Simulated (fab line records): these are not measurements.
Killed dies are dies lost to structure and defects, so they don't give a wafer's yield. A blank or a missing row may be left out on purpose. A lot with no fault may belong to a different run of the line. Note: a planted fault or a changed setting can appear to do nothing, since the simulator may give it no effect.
What tool caused it? | flow ritCmos | Sampling: 15 lots, 45 wafers, 2 of 202 route steps

## WHAT THE GAUGES READ, wafer by wafer
Not one reading of a measure or inspect step in the record can be checked against a usual standard deviation.

## WHICH TOOL RAN EACH LOT (tool, then ch and the chambers of the sampled wafers, then the start)
lot  | RIT_NLDD_STRIP_09                  | RIT_M1_PROBE_99
L904 | plasmaAsher-04 ch 0,1, day 2 16:57 | -
L905 | plasmaAsher-03 ch 0,1, day 2 22:03 | -
L906 | plasmaAsher-04 ch 0,1, day 3 04:19 | -
L907 | plasmaAsher-02 ch 0,1, day 3 10:04 | -
L908 | plasmaAsher-03 ch 0,1, day 3 17:12 | -
L909 | plasmaAsher-03 ch 0,1, day 3 19:42 | prober-02, day 4 11:17
L912 | plasmaAsher-02 ch 0,1, day 4 10:32 | -
L914 | plasmaAsher-04 ch 0,1, day 4 19:12 | -
L915 | plasmaAsher-03 ch 0,1, day 5 01:22 | prober-02, day 5 17:58
L916 | plasmaAsher-02 ch 0,1, day 5 07:43 | prober-01, day 6 00:02
L918 | plasmaAsher-02 ch 0,1, day 5 15:31 | -
L921 | plasmaAsher-02 ch 0,1, day 6 07:54 | prober-02, day 7 03:04
L922 | plasmaAsher-02 ch 0,1, day 6 15:04 | prober-01, day 7 08:44
L923 | plasmaAsher-02 ch 0,1, day 6 20:58 | prober-02, day 7 15:35
L927 | plasmaAsher-04 ch 0,1, day 8 01:10 | prober-02, day 8 18:32
- RIT_NLDD_STRIP_09: strips in O2, time 180 s.
- RIT_M1_PROBE_99

## WHAT THE TOOLS THEMSELVES READ (means of the sampled wafers that have a number; where no wafer has one, the mark that the record gives instead)
RIT_NLDD_STRIP_09.
lot  | tool           | chamberPressureMTorr (mTorr) | drypumpMotorCurrentA (A)
L904 | plasmaAsher-04 | 4000                         | 6.0
L905 | plasmaAsher-03 | 3999                         | 6.0
L906 | plasmaAsher-04 | 3995                         | 5.8
L907 | plasmaAsher-02 | 4004                         | 5.2
L908 | plasmaAsher-03 | 4001                         | 6.0
L909 | plasmaAsher-03 | 3997                         | 6.2
L912 | plasmaAsher-02 | 3999                         | 5.2
L914 | plasmaAsher-04 | 4002                         | 5.8
L915 | plasmaAsher-03 | 3998                         | 6.0
L916 | plasmaAsher-02 | 4002                         | 5.2
L918 | plasmaAsher-02 | 3999                         | 5.2
L921 | plasmaAsher-02 | 3336                         | 5.2
L922 | plasmaAsher-02 | 3338                         | 5.2
L923 | plasmaAsher-02 | 2666                         | 5.2
L927 | plasmaAsher-04 | 4000                         | 5.8

RIT_M1_PROBE_99.
lot  | tool      | killedAtContacts | killedAtFrontEnd | killedDies | killedOpen | killedShort
L909 | prober-02 | 0.0              | 5.7              | 5.7        | 2          | 3.3
L915 | prober-02 | 0.0              | 6.3              | 6.3        | 3          | 3.7
L916 | prober-01 | 0.3              | 9.3              | 9.7        | 5          | 4.0
L921 | prober-02 | 0.0              | 8.7              | 8.7        | 3          | 5.3
L922 | prober-01 | 0.3              | 6.0              | 6.3        | 2          | 4.0
L923 | prober-02 | 0.0              | 4.7              | 4.7        | 2          | 3.0
L927 | prober-02 | 0.0              | 3.3              | 3.3        | 2          | 1.0

## THE ANSWER, worked out from the rows above alone
Rule: the usual values come from the lots themselves. The widest of any qualifying gaps counts: lots, ordered by their means at a reading, are off when they make up no more than a third of the lots, leave a main group of 4 or more, and stand apart from it by 3 or more times the standard deviation of that group's means. The tables above print the reading to a certain number of digits; a main group whose means all agree to those digits is not used. A lot without any number at a reading at which 4 lots or more have one is off too. Any other lot the step has rows for is counted as sound. The gauges are gone through in route order, then the tools' own readings, and for those a lot's mean is taken as printed above. The first step at which some lot is off is used, and at that step the reading that is off furthest; a lot without a number counts as furthest.
Off: L921, L922, L923, at RIT_NLDD_STRIP_09 (chamberPressureMTorr). The main group: mean 4000 mTorr, standard deviation 2.3.
A tool fits if, at that step or a process step before it, it ran every lot that is off, and no sound lot after the first of them. One fits: RIT_NLDD_STRIP_09 on plasmaAsher-02. A fault onset in the window from L918 (day 5 15:31, its last sound lot) to L921 (day 6 07:54, its first lot off) fits.
The tool's own readings at RIT_NLDD_STRIP_09 bear it out: on the lots that are off they differ by more than 5 times the standard deviation of the sound lots' means. chamberPressureMTorr reads 3113 mTorr there against 4000 mTorr on the sound lots.

## WHAT HAD BEEN PUT IN BY THE SIMULATOR
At RIT_NLDD_STRIP_09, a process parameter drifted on plasmaAsher-02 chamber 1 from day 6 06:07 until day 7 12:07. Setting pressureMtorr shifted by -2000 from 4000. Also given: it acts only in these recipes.
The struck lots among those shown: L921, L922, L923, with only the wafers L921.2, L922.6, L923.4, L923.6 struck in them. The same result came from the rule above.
